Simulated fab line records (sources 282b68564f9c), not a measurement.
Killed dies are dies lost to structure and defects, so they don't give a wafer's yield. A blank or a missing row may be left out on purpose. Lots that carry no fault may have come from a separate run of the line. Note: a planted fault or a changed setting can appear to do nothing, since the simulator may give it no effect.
Problem report in the 8D (eight disciplines) form, filled by code | flow rit-cmos | the parts of the form that need people (team, actions taken, sign-off) are left out

1. THE PROBLEM
Mean M1_AL_RS at RIT_M1_RS_MEAS_01: 0.0418 ohm/sq over 6 wafers in 2 lots; fault-free wafers: 0.0735 ohm/sq, standard deviation 0.00098. Measured from the usual mean, that is -32 standard deviations.
The step: measures by four-point-probe.
The first sign was on wafer L166.2 at day 4 23:23, on film-metro-03. The record has a number at this step for 42 wafers belonging to 14 lots. The rule behind "out" and "out of limits": a value lying over 4 standard deviations away from the usual mean. All remaining wafers that have a number are taken as sound.

2. WHAT IT IS AND WHAT IT IS NOT
question                    | is                     | is not
which readings at this step | M1_AL_RS               | -
which lots                  | L166, L168             | L161, L164, L165, L171, L173, L175, L176, L177, L178, L179, L180, L181
which wafers of those lots  | all that have a number | -
read on which gauges        | film-metro-03          | film-metro-04
when                        | from day 4 23:23       | up to then (9 sound wafers); but 27 sound wafers of L171, L173, L175, L176, L177, L178, L179, L180, L181 came after

3. THE SUSPECTS, EACH WITH WHAT RULES IT OUT
Counting: a tool at any process step up to the reading remains a suspect when it ran all the lots that are out and ran no sound lot after the first of those.
- the gauge at RIT_M1_RS_MEAS_01 has been ruled out. All the wafers that are out were read on film-metro-03, but those of them that RIT_M1_METAL_ETCH_12 has rows for are out there too, on other tools.
- pvd-sputter-03 at RIT_M1_SPUTTER_00 (material Al, target thk 400 nm, time 500 s): ruled out as a lasting fault. Following L166 (day 4 23:04), the first lot on it that is out, the sound lots L180 were run on it.
Left after counting: nothing in the record.

4. THE CAUSE (what the simulator had put in)
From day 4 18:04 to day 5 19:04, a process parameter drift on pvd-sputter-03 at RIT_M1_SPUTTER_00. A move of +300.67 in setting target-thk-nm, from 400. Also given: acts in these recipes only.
It was ruled out by counting, in error; the rule expects a fault to strike all lots run on its tool from its start on, and this fault did not.

5. THE EFFECT CHAIN, in route order
Rows list readings where the struck wafers' mean (over those with a number) sits beyond 3 standard deviations from the usual. Scope: only readings with a usual standard deviation given in the record; hours: median across lots of the time from each lot's start at the first step in this table that gives one to its start at this step; sigmas: change in usual standard deviations.
hours | step                 | reading              | usual         | on struck wafers | change  | sigmas
0     | RIT_M1_RS_MEAS_01    | M1_AL_RS             | 0.0735 ohm/sq | 0.0418           | -0.0316 | -32
0     | RIT_M1_THK_MEAS_02   | M1_AL_THK            | 407 nm        | 708              | +301    | +51
2     | RIT_M1_METAL_ETCH_12 | oes-product-au       | 0.773 a.u.    | 0.974            | +0.201  | +17
4     | RIT_M1_PROBE_99      | defect-limited-yield | 97.3 %        | 0.0              | -97.3   | -81
4     | RIT_M1_PROBE_99      | killed_at_M0_to_M3   | 0.1           | 255.0            | +254.9  | +99 or more
4     | RIT_M1_PROBE_99      | killed-dies          | 7             | 264              | +257    | +83
4     | RIT_M1_PROBE_99      | killed-on-rim        | 1.9           | 70.0             | +68.1   | +45
The process steps in it:
- RIT_M1_METAL_ETCH_12: etches Al in Cl2/BCl3, stops on SiO2, time 165 s, target depth 600 nm.
- RIT_M1_PROBE_99

6. WHAT WOULD HAVE CAUGHT IT SOONER
In this record the first reading out of limits at a measuring or inspecting step was taken at day 4 23:23, 5 hours after the fault began at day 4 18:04.
Tool readings at RIT_M1_SPUTTER_00 with a usual standard deviation given in the record: none out on any struck wafer, hence no alarm at a limit of 4 standard deviations on them.
